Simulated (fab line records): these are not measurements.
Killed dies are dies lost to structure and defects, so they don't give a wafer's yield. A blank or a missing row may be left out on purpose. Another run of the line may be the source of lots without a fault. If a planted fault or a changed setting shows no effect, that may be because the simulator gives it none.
A sampling plan put to the test    flow rit-cmos    one fab line, 33 faults that these records tell of, each judged on the records of the lots that it struck
The plan consists of the line's own looks: route steps at which the wafer is read by a gauge or an inspection but not changed. Where struck wafers have a number at a look and the file lists that look's usual mean and standard deviation on fault-free wafers, the look can be judged. Caught: 4 or more of those standard deviations (sigma) separate the usual mean from the mean of the struck wafers at a look after the fault's first step. On the tool: here the same test is run on the tool's own readings at the fault's steps. Caught also covers a different recipe on the struck wafers, or a record left blank for those wafers only.

## THE FAULTS, as the simulator had put them in
1. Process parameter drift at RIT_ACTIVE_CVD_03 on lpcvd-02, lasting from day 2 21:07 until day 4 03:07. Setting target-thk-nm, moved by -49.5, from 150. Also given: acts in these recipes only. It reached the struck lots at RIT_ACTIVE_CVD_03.
2. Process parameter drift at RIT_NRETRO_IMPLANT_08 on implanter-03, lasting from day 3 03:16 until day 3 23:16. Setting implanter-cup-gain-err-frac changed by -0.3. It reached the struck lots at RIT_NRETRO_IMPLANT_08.
3. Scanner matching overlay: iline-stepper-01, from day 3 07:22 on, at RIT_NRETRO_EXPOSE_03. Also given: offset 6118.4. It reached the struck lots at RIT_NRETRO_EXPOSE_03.
4. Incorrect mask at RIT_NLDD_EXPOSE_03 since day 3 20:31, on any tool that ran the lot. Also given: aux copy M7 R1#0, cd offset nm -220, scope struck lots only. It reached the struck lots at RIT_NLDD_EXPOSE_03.
5. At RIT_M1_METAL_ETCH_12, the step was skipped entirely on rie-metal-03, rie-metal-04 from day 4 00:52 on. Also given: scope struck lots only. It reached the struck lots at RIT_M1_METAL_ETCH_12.
6. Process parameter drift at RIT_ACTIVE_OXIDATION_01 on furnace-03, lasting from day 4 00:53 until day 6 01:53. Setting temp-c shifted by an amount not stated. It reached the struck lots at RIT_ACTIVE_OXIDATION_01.
7. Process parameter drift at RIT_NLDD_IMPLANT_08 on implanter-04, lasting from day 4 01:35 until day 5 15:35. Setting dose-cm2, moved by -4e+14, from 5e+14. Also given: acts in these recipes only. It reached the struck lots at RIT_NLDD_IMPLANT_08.
8. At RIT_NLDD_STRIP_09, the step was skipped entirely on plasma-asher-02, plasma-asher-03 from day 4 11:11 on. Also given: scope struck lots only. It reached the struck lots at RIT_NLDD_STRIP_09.
9. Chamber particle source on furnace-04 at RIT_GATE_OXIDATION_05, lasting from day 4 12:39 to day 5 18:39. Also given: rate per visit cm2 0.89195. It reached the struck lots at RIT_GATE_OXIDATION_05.
10. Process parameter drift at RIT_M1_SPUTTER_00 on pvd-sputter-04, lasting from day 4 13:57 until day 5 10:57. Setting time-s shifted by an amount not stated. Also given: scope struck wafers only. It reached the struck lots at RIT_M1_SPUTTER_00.
11. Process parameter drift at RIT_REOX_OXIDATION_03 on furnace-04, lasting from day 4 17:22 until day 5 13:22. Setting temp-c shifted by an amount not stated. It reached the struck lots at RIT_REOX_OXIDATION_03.
12. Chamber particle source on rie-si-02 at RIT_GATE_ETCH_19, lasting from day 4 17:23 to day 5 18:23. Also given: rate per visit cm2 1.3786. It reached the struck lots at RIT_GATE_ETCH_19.
13. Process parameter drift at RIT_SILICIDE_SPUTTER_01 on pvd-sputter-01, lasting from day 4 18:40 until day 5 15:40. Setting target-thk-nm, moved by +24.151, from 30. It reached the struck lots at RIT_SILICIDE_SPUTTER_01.
14. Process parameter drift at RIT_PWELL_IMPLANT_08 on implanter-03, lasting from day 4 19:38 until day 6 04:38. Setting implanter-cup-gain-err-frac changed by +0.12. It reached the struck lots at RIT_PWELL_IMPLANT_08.
15. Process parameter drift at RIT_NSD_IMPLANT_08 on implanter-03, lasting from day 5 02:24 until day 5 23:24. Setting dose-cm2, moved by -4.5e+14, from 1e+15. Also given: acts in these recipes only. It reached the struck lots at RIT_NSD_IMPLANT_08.
16. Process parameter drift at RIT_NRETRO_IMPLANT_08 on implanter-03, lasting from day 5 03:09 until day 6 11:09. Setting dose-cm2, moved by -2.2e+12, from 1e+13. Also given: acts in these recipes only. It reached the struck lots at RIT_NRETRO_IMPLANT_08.
17. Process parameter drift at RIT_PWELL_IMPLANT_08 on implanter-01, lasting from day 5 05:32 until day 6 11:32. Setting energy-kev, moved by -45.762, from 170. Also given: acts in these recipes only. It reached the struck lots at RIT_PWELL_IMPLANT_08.
18. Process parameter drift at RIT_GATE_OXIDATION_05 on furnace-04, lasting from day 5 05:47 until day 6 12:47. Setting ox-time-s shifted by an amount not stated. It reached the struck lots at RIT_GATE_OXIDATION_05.
19. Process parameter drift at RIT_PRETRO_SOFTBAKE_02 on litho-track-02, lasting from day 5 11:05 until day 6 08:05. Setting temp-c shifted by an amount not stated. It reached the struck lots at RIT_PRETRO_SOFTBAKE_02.
20. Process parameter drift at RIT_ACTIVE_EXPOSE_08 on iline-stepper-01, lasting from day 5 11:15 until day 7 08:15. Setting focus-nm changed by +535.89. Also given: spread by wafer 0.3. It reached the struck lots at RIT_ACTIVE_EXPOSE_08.
21. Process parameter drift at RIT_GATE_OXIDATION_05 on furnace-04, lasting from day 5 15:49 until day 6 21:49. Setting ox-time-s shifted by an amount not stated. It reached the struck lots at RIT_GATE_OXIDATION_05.
22. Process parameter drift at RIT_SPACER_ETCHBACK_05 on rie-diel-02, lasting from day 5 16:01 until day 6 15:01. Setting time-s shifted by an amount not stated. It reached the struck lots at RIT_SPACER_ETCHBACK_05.
23. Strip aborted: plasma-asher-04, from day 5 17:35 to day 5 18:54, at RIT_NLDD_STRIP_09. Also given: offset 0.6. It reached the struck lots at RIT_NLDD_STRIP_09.
24. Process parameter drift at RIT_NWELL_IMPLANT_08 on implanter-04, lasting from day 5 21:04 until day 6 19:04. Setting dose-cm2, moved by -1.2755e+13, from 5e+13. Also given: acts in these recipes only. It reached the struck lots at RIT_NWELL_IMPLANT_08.
25. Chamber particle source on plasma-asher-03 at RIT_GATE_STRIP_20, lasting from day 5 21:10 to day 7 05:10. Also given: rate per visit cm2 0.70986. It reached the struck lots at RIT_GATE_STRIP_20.
26. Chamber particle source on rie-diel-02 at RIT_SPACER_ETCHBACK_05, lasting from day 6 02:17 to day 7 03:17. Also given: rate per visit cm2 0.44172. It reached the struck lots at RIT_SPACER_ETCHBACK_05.
27. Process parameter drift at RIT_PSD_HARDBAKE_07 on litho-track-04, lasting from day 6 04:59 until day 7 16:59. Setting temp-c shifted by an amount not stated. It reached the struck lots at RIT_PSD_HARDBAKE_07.
28. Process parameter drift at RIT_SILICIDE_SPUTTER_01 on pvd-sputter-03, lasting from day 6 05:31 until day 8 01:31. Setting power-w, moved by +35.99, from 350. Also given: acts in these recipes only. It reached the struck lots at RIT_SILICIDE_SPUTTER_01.
29. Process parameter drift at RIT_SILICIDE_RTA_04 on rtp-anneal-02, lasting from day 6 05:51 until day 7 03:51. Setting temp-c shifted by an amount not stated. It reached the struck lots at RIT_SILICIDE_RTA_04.
30. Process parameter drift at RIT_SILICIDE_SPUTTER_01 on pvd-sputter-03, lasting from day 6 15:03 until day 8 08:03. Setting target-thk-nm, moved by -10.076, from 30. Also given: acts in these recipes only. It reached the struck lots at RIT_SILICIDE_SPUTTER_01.
31. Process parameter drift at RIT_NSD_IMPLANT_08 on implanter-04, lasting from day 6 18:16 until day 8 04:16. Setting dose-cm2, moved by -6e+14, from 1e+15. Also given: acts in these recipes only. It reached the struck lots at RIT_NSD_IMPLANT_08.
32. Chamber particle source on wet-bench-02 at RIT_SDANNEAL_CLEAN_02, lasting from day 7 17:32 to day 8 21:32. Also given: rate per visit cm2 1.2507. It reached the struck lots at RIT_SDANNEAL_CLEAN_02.
33. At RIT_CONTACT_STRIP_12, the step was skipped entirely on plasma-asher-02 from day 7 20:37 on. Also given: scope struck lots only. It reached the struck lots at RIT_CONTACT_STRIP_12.

## WHAT THE PLAN SAW
fault  on the tool itself                                first look that catches it                       reading, sigma          median hours from its first step to that look  hours from the fault's start to the first struck lot there  judged looks passed uncaught
1      under 2 sigma                                     RIT_ACTIVE_THK_MEAS_04                           ACTIVE_NITRIDE_THK -35  1.8                                            3                                                           0
2      beam-on-s +22 sigma                               RIT_NRETRO_TW_MEAS_10                            NRETRO_TW +9.3          0.3                                            7                                                           0
3      under 2 sigma                                     no look after it can be judged                   -                       -                                              -                                                           0
4      no reading that can be judged                     no look after it can be judged                   -                       -                                              -                                                           0
5      the tool's record is blank for the struck wafers  no look after it can be judged                   -                       -                                              -                                                           0
6      tube-center-temp-C +99 or beyond sigma            RIT_ACTIVE_THK_MEAS_02                           ACTIVE_OXIDE_THK +9.3   1.9                                            9                                                           0
7      dose-ions-cm2 -99 or beyond sigma                 RIT_NLDD_TW_MEAS_10                              NLDD_TW -39             0.3                                            3                                                           0
8      the tool's record is blank for the struck wafers  RIT_PLDD_TW_MEAS_10                              PLDD_TW -83             1.7                                            6                                                           0
9      under 2 sigma                                     no look after it can be judged                   -                       -                                              -                                                           0
10     under 2 sigma                                     RIT_M1_RS_MEAS_01                                M1_AL_RS -9.3           0.3                                            4                                                           0
11     tube-center-temp-C +99 or beyond sigma            RIT_REOX_THK_MEAS_04                             REOX_OXIDE_THK +11      2.6                                            8                                                           0
12     under 2 sigma                                     no look after it can be judged                   -                       -                                              -                                                           0
13     under 2 sigma                                     RIT_SILICIDE_RS_MEAS_02                          SILICIDE_TI_RS -32      0.1                                            7                                                           0
14     faraday-current-uA +5.4 sigma                     RIT_PWELL_TW_MEAS_10                             PWELL_TW -4.3           0.3                                            3                                                           0
15     dose-ions-cm2 -99 or beyond sigma                 RIT_NSD_TW_MEAS_10                               NSD_TW -9.9             0.3                                            1                                                           0
16     dose-ions-cm2 -99 or beyond sigma                 RIT_NRETRO_TW_MEAS_10                            NRETRO_TW -6.9          0.3                                            3                                                           0
17     beam-energy-keV -99 or beyond sigma               RIT_WELLDRIVE_RS_MEAS_02                         PWELL_RS +9.6           5.8                                            8                                                           0
18     no reading that can be judged                     RIT_GATE_THK_MEAS_07                             GATE_OXIDE_THK +14      2.8                                            12                                                          0
19     heater-power-total-W +99 or beyond sigma          not the one look that can be judged after it     -                       -                                              -                                                           1
20     exposure-dose-mJ-cm2 -14 sigma                    RIT_ACTIVE_CD_MEAS_11                            cd-nm -10               0.4                                            8                                                           0
21     under 2 sigma                                     RIT_GATE_THK_MEAS_07                             GATE_OXIDE_THK +25      1.5                                            4                                                           0
22     run-length-s +99 or beyond sigma                  none of the 7 looks that can be judged after it  -                       -                                              -                                                           7
23     run-length-s -99 or beyond sigma                  RIT_PLDD_TW_MEAS_10                              PLDD_TW -83             1.7                                            3                                                           0
24     dose-ions-cm2 -99 or beyond sigma                 RIT_NWELL_TW_MEAS_10                             NWELL_TW -9.4           0.3                                            5                                                           0
25     under 2 sigma                                     no look after it can be judged                   -                       -                                              -                                                           0
26     under 2 sigma                                     not the one look that can be judged after it     -                       -                                              -                                                           1
27     heater-power-total-W -36 sigma                    no look after it can be judged                   -                       -                                              -                                                           0
28     cathode-dc-power-W +99 or beyond sigma            RIT_SILICIDE_RS_MEAS_02                          SILICIDE_TI_RS -7.3     0.2                                            5                                                           0
29     wafer_temp_C_max -41 sigma                        no look after it can be judged                   -                       -                                              -                                                           0
30     under 2 sigma                                     RIT_SILICIDE_RS_MEAS_02                          SILICIDE_TI_RS +43      0.2                                            5                                                           0
31     dose-ions-cm2 -99 or beyond sigma                 RIT_NSD_TW_MEAS_10                               NSD_TW -14              0.3                                            9                                                           0
32     under 2 sigma                                     no look after it can be judged                   -                       -                                              -                                                           0
33     the tool's record is blank for the struck wafers  no look after it can be judged                   -                       -                                              -                                                           0
A dash: this means the fault isn't caught or the number doesn't appear in these records.

Caught at a look: 20 of 33. Caught on the tool: 20 of 33. By one or the other: 26 of 33.
Caught on the tool alone: faults 5, 19, 22, 27, 29, 33.
Caught at a look alone: faults 1, 10, 13, 18, 21, 30.
Caught by neither: faults 3, 4, 9, 12, 25, 26, 32.

## THINNER SAMPLING
If the look that catches a fault measured only every second or every third lot, by lot number, the first struck lot would be measured this late in the worst case:
fault  struck lots at that look, in order of time  every lot  every second lot  every third lot
1      L821, L822                                  3 h        11 h              may miss all 2
2      L961, L962                                  7 h        11 h              may miss all 2
6      L369, L376                                  9 h        45 h              may miss all 2
7      L757, L759                                  3 h        may miss all 2    may miss all 2
8      L600, L601                                  6 h        10 h              may miss all 2
10     L291                                        4 h        may miss it       may miss it
11     L444, L445                                  8 h        13 h              may miss all 2
13     L146, L148                                  7 h        may miss all 2    may miss all 2
14     L398, L401                                  3 h        17 h              may miss all 2
15     L971, L972                                  1 h        6 h               may miss all 2
16     L586, L587                                  3 h        8 h               may miss all 2
17     L228, L230                                  8 h        may miss all 2    may miss all 2
18     L360, L361                                  12 h       14 h              may miss all 2
20     L407                                        8 h        may miss it       may miss it
21     L393, L398                                  4 h        28 h              may miss all 2
23     L999                                        3 h        may miss it       may miss it
24     L929, L930, L931                            5 h        11 h              15 h
28     L259, L261                                  5 h        may miss all 2    may miss all 2
30     L409, L411                                  5 h        may miss all 2    may miss all 2
31     L338, L339                                  9 h        11 h              may miss all 2
Hours: fault start to first struck lot measured. The limit of 4 sigma was tested on all struck wafers together, so one lot alone may lie under it. Other struck lots may not be in these records.

## THE LONGEST TIMED WAY FROM STEP TO LOOK
In fault 17, a median of 5.8 hours elapses between RIT_PWELL_IMPLANT_08 and RIT_WELLDRIVE_RS_MEAS_02. No look between them can be judged.
